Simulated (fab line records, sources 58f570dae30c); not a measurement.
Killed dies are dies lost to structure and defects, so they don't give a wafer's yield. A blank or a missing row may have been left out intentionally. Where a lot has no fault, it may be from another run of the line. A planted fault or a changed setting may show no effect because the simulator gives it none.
fab line records | flow berkeley-cmos170
record lots=5 | wafers=15 | last-day=13
route steps=331 shown FIELD@91 SACOX@97 SCREENOX@100 NVT@104
lots that met no fault: from a run of the same line without faults
start-h: hours from the record's first day to the start of the lot's first wafer shown | wait-h: hours elapsed since this lot's preceding step | " same as the row above | L1.1+2: one row covering several wafers at once | - no value, or no start given | * or withheld: withheld | < > ~ a bound
route shown NAME@n: a module of which the file shows steps, and the number in the route of the first | usual: mean/standard deviation taken from wafers without a fault | same: alike in all rows | chamber/n: place in a boat | sites: readings site by site | _std_site: the standard deviation of these | _edge_site: inner sites' mean taken away from outer sites' mean | radius-mm: how far each site lies from the wafer's centre | mask NAME#n: copy n | behind: the tool/chamber that last shaped the wafer | hold: cause of the lot's hold/its duration in hours/its outcome | device: the n, p or np transistor that did not switch | end of line: tests run on the same wafers once the route is complete | step lacking rows: just its recipe | killed: dies lost to structure and defects at the first sort, not the wafer's yield | map: per-die view of a wafer (x killed, . not killed, _ where there is no die)
set.NAME: the setting the step ran with; set.NAME@STEP: the setting that earlier step ran with | model.NAME: the simulator's own value behind a step, which no gauge read
a table for each step, a row for each wafer; lots at some steps of the route
services: a tool's chamber out of use, with start hour (start-h, from the record's first day; less than 0 if before it), hours out, and reason
## steps
# step UCB170_FIELD_THK_MEAS_02
# recipe reads=SiO2_of_FIELD_OXIDATION_01
# usual FIELD_OXIDE_THK=561/8.6
lot.wafer | tool          | chamber | start-h | wait-h | FIELD_OXIDE_THK[nm]
L081.1    | film-metro-01 | -       | 151.00  | 0.0    | 549
L081.5    | "             | -       | "       | "      | 556
L081.6    | "             | -       | "       | "      | 554
L083.1    | film-metro-04 | -       | 151.00  | 0.0    | 564
L083.2    | "             | -       | "       | "      | 559
L083.6    | "             | -       | "       | "      | 565
L087.1    | film-metro-02 | -       | 165.61  | 0.0    | 559
L087.2    | "             | -       | "       | "      | 561
L087.3    | "             | -       | "       | "      | 568
L092.2    | film-metro-01 | -       | 205.58  | 0.0    | 551
L092.3    | "             | -       | "       | "      | 553
L092.4    | "             | -       | "       | "      | 555
L096.1    | film-metro-02 | -       | 236.72  | 0.1    | 551
L096.2    | "             | -       | "       | "      | 558
L096.3    | "             | -       | "       | "      | 549
# step UCB170_FIELD_ANNEAL_03
# recipe temp-c=1000 | time-s=1200 | ambient=N2
# usual zone-power-load-pct=32.3/1
lot.wafer | tool       | chamber | start-h | wait-h | zone-power-load-pct
L081.1    | furnace-04 | 0       | 154.01  | 3.0    | 33.0
L081.5    | "          | 0       | "       | "      | 32.6
L081.6    | "          | 0       | "       | "      | 33.7
L083.1    | furnace-04 | 0       | 154.01  | 3.0    | 33.0
L083.2    | "          | 0       | "       | "      | 33.3
L083.6    | "          | 0       | "       | "      | 32.9
L087.1    | furnace-04 | 0       | 166.76  | 1.1    | 32.7
L087.2    | "          | 0       | "       | "      | 33.4
L087.3    | "          | 0       | "       | "      | 32.8
L092.2    | furnace-01 | 0       | 213.59  | 8.0    | 31.9
L092.3    | "          | 0       | "       | "      | 31.6
L092.4    | "          | 0       | "       | "      | 31.3
L096.1    | furnace-02 | 0       | 244.41  | 7.7    | 31.0
L096.2    | "          | 0       | "       | "      | 30.6
L096.3    | "          | 0       | "       | "      | 30.5
# step UCB170_FIELD_WET_ETCH_04
# recipe chemistry=dHF | dilution=10:1 | target=SiO2 | temp-c=25 | time-s=60
lot.wafer  | tool         | chamber | start-h | wait-h
L081.1+5+6 | wet-bench-02 | 0       | 155.34  | 0.0
L083.1+2+6 | wet-bench-02 | 2       | 155.34  | 0.0
L087.1+2+3 | wet-bench-02 | 1       | 168.09  | 0.0
L092.2+3+4 | wet-bench-04 | 2       | 214.93  | 0.0
L096.1+2+3 | wet-bench-02 | 0       | 245.74  | 0.0
# step UCB170_FIELD_WET_ETCH_05
# recipe chemistry=H3PO4 | target=Si3N4 | temp-c=160 | time-s=12600
lot.wafer  | tool         | chamber | start-h | wait-h
L081.1+5+6 | wet-bench-03 | 0       | 155.37  | 0.0
L083.1+2+6 | wet-bench-03 | 0       | 155.37  | 0.0
L087.1+2+3 | wet-bench-02 | 1       | 168.12  | 0.0
L092.2+3+4 | wet-bench-03 | 0       | 214.95  | 0.0
L096.1+2+3 | wet-bench-02 | 2       | 245.76  | 0.0
# step UCB170_FIELD_WET_ETCH_06
# recipe chemistry=BOE | dilution=5:1 | target=SiO2 | temp-c=25 | time-s=22
lot.wafer  | tool         | chamber | start-h | wait-h
L081.1+5+6 | wet-bench-02 | 0       | 158.88  | 0.0
L083.1+2+6 | wet-bench-02 | 2       | 158.88  | 0.0
L087.1+2+3 | wet-bench-02 | 1       | 171.95  | 0.0
L092.2+3+4 | wet-bench-02 | 0       | 218.78  | 0.0
L096.1+2+3 | wet-bench-02 | 0       | 249.27  | 0.0
# step UCB170_FIELD_THK_MEAS_90
# recipe reads=SiO2_of_FIELD_OXIDATION_01
# usual FIELD_OXIDE_LEFT_1_THK=444/8.6
lot.wafer | tool          | chamber | start-h | wait-h | FIELD_OXIDE_LEFT_1_THK[nm]
L081.1    | film-metro-01 | -       | 158.89  | 0.0    | 432
L081.5    | "             | -       | "       | "      | 440
L081.6    | "             | -       | "       | "      | 437
L083.1    | film-metro-02 | -       | 158.89  | 0.0    | 447
L083.2    | "             | -       | "       | "      | 442
L083.6    | "             | -       | "       | "      | 449
L087.1    | film-metro-01 | -       | 172.03  | 0.1    | 443
L087.2    | "             | -       | "       | "      | 445
L087.3    | "             | -       | "       | "      | 452
L092.2    | film-metro-04 | -       | 218.81  | 0.0    | 435
L092.3    | "             | -       | "       | "      | 436
L092.4    | "             | -       | "       | "      | 439
L096.1    | film-metro-01 | -       | 249.29  | 0.0    | 434
L096.2    | "             | -       | "       | "      | 441
L096.3    | "             | -       | "       | "      | 433
# step UCB170_SACOX_CLEAN_00
# recipe chemistry=dHF | dilution=25:1 | time-s=7.5
lot.wafer  | tool         | chamber | start-h | wait-h
L081.1+5+6 | wet-bench-02 | 1       | 158.95  | 0.1
L083.1+2+6 | wet-bench-02 | 3       | 158.95  | 0.1
L087.1+2+3 | wet-bench-02 | 2       | 172.09  | 0.1
L092.2+3+4 | wet-bench-02 | 0       | 218.86  | 0.0
L096.1+2+3 | wet-bench-02 | 1       | 249.35  | 0.1
# step UCB170_SACOX_OXIDATION_01
# recipe temp-c=900 | ambient=O2 | target-thk-a=144 | ox-time-s=2400
# usual zone-power-load-pct=25.5/0.64
# same ox-time-s=2400
lot.wafer | tool       | chamber | start-h | wait-h | zone-power-load-pct
L081.1    | furnace-04 | 0       | 165.09  | 6.1    | 26.2
L081.5    | "          | 0       | "       | "      | 25.6
L081.6    | "          | 0       | "       | "      | 26.4
L083.1    | furnace-04 | 0       | 165.09  | 6.1    | 25.9
L083.2    | "          | 0       | "       | "      | 26.2
L083.6    | "          | 0       | "       | "      | 26.0
L087.1    | furnace-01 | 0       | 181.94  | 9.8    | 24.8
L087.2    | "          | 0       | "       | "      | 25.2
L087.3    | "          | 0       | "       | "      | 24.4
L092.2    | furnace-04 | 0       | 229.79  | 10.9   | 25.9
L092.3    | "          | 0       | "       | "      | 26.0
L092.4    | "          | 0       | "       | "      | 26.1
L096.1    | furnace-04 | 0       | 250.59  | 1.2    | 25.6
L096.2    | "          | 0       | "       | "      | 25.6
L096.3    | "          | 0       | "       | "      | 26.2
# step UCB170_SACOX_THK_MEAS_02
# recipe reads=SiO2_of_SACOX_OXIDATION_01
# usual SACOX_OXIDE_THK=14.20/0.28
lot.wafer | tool          | chamber | start-h | wait-h | SACOX_OXIDE_THK[nm]
L081.1    | film-metro-02 | -       | 166.76  | 0.0    | 14.41
L081.5    | "             | -       | "       | "      | 14.61
L081.6    | "             | -       | "       | "      | 14.30
L083.1    | film-metro-04 | -       | 166.76  | 0.0    | 14.44
L083.2    | "             | -       | "       | "      | 14.51
L083.6    | "             | -       | "       | "      | 14.27
L087.1    | film-metro-02 | -       | 183.67  | 0.1    | 14.15
L087.2    | "             | -       | "       | "      | 14.07
L087.3    | "             | -       | "       | "      | 13.75
L092.2    | film-metro-03 | -       | 231.46  | 0.0    | 14.47
L092.3    | "             | -       | "       | "      | 14.64
L092.4    | "             | -       | "       | "      | 14.73
L096.1    | film-metro-03 | -       | 252.26  | 0.0    | 13.86
L096.2    | "             | -       | "       | "      | 14.23
L096.3    | "             | -       | "       | "      | 14.18
# step UCB170_SCREENOX_WET_ETCH_00
# recipe chemistry=dHF | dilution=25:1 | target=SiO2 | temp-c=25 | time-s=200
lot.wafer  | tool         | chamber | start-h | wait-h
L081.1+5+6 | wet-bench-02 | 2       | 166.82  | 0.1
L083.1+2+6 | wet-bench-02 | 3       | 166.82  | 0.1
L087.1+2+3 | wet-bench-02 | 0       | 183.73  | 0.1
L092.2+3+4 | wet-bench-01 | 0       | 231.51  | 0.0
L096.1+2+3 | wet-bench-02 | 0       | 252.34  | 0.1
# step UCB170_SCREENOX_OXIDATION_01
# recipe temp-c=900 | ambient=O2 | target-thk-a=144 | ox-time-s=2400
# usual zone-power-load-pct=25.2/1
# same ox-time-s=2400
lot.wafer | tool       | chamber | start-h | wait-h | zone-power-load-pct
L081.1    | furnace-02 | 0       | 170.81  | 3.9    | 23.7
L081.5    | "          | 0       | "       | "      | 23.8
L081.6    | "          | 0       | "       | "      | 24.1
L083.1    | furnace-02 | 0       | 170.81  | 3.9    | 23.6
L083.2    | "          | 0       | "       | "      | 23.7
L083.6    | "          | 0       | "       | "      | 23.7
L087.1    | furnace-04 | 0       | 191.25  | 7.5    | 26.0
L087.2    | "          | 0       | "       | "      | 25.9
L087.3    | "          | 0       | "       | "      | 26.1
L092.2    | furnace-04 | 0       | 238.99  | 7.4    | 26.2
L092.3    | "          | 0       | "       | "      | 25.9
L092.4    | "          | 0       | "       | "      | 26.0
L096.1    | furnace-02 | 0       | 256.12  | 3.7    | 23.6
L096.2    | "          | 0       | "       | "      | 23.8
L096.3    | "          | 0       | "       | "      | 23.9
# step UCB170_SCREENOX_THK_MEAS_02
# recipe reads=SiO2_of_SCREENOX_OXIDATION_01
# usual SCREENOX_OXIDE_THK=14.33/0.26
lot.wafer | tool          | chamber | start-h | wait-h | SCREENOX_OXIDE_THK[nm]
L081.1    | film-metro-01 | -       | 172.48  | 0.0    | 14.60
L081.5    | "             | -       | "       | "      | 14.52
L081.6    | "             | -       | "       | "      | 14.42
L083.1    | film-metro-04 | -       | 172.48  | 0.0    | 14.55
L083.2    | "             | -       | "       | "      | 14.37
L083.6    | "             | -       | "       | "      | 14.53
L087.1    | film-metro-04 | -       | 192.94  | 0.0    | 14.29
L087.2    | "             | -       | "       | "      | 14.27
L087.3    | "             | -       | "       | "      | 14.43
L092.2    | film-metro-01 | -       | 240.66  | 0.0    | 14.33
L092.3    | "             | -       | "       | "      | 14.15
L092.4    | "             | -       | "       | "      | 14.26
L096.1    | film-metro-04 | -       | 257.79  | 0.0    | 14.85
L096.2    | "             | -       | "       | "      | 14.62
L096.3    | "             | -       | "       | "      | 14.83
# step UCB170_SCREENOX_ANNEAL_03
# recipe temp-c=900 | time-s=900 | ambient=N2
# usual zone-power-load-pct=25.3/0.87
lot.wafer | tool       | chamber | start-h | wait-h | zone-power-load-pct
L081.1    | furnace-04 | 0       | 182.40  | 9.9    | 25.7
L081.5    | "          | 0       | "       | "      | 25.9
L081.6    | "          | 0       | "       | "      | 26.0
L083.1    | furnace-04 | 0       | 182.40  | 9.9    | 26.5
L083.2    | "          | 0       | "       | "      | 26.0
L083.6    | "          | 0       | "       | "      | 25.3
L087.1    | furnace-01 | 0       | 201.31  | 8.4    | 25.0
L087.2    | "          | 0       | "       | "      | 24.7
L087.3    | "          | 0       | "       | "      | 25.2
L092.2    | furnace-04 | 0       | 246.42  | 5.7    | 26.2
L092.3    | "          | 0       | "       | "      | 26.2
L092.4    | "          | 0       | "       | "      | 26.0
L096.1    | furnace-04 | 0       | 261.00  | 3.2    | 26.2
L096.2    | "          | 0       | "       | "      | 26.1
L096.3    | "          | 0       | "       | "      | 25.6
# step UCB170_NVT_HMDS_00
# recipe prime-time-s=60 | prime-temp-c=100
lot.wafer  | tool           | chamber | start-h | wait-h
L083.1+2+6 | litho-track-03 | 0       | 183.97  | 0.3
L081.1+5+6 | litho-track-04 | 0       | 184.09  | 0.4
L087.1+2+3 | litho-track-03 | 0       | 202.56  | 0.0
L092.2+3+4 | litho-track-03 | 0       | 247.69  | 0.0
L096.1+2+3 | litho-track-03 | 0       | 262.47  | 0.2
## services
tool           | chamber | start-h | hours | kind
furnace-02     | -       | 137.62  | 2.5   | pm
furnace-01     | -       | 157.19  | 2.8   | pm
furnace-01     | -       | 163.49  | 2.3   | pm
furnace-04     | -       | 169.59  | 3.9   | pm
furnace-02     | -       | 173.73  | 66.0  | pm
wet-bench-04   | -       | 212.67  | 1.9   | pm
furnace-01     | -       | 217.93  | 10.0  | pm
litho-track-03 | -       | 226.39  | -     | consumable-replace:filter
furnace-02     | -       | 239.76  | 3.3   | pm
## key
fault none
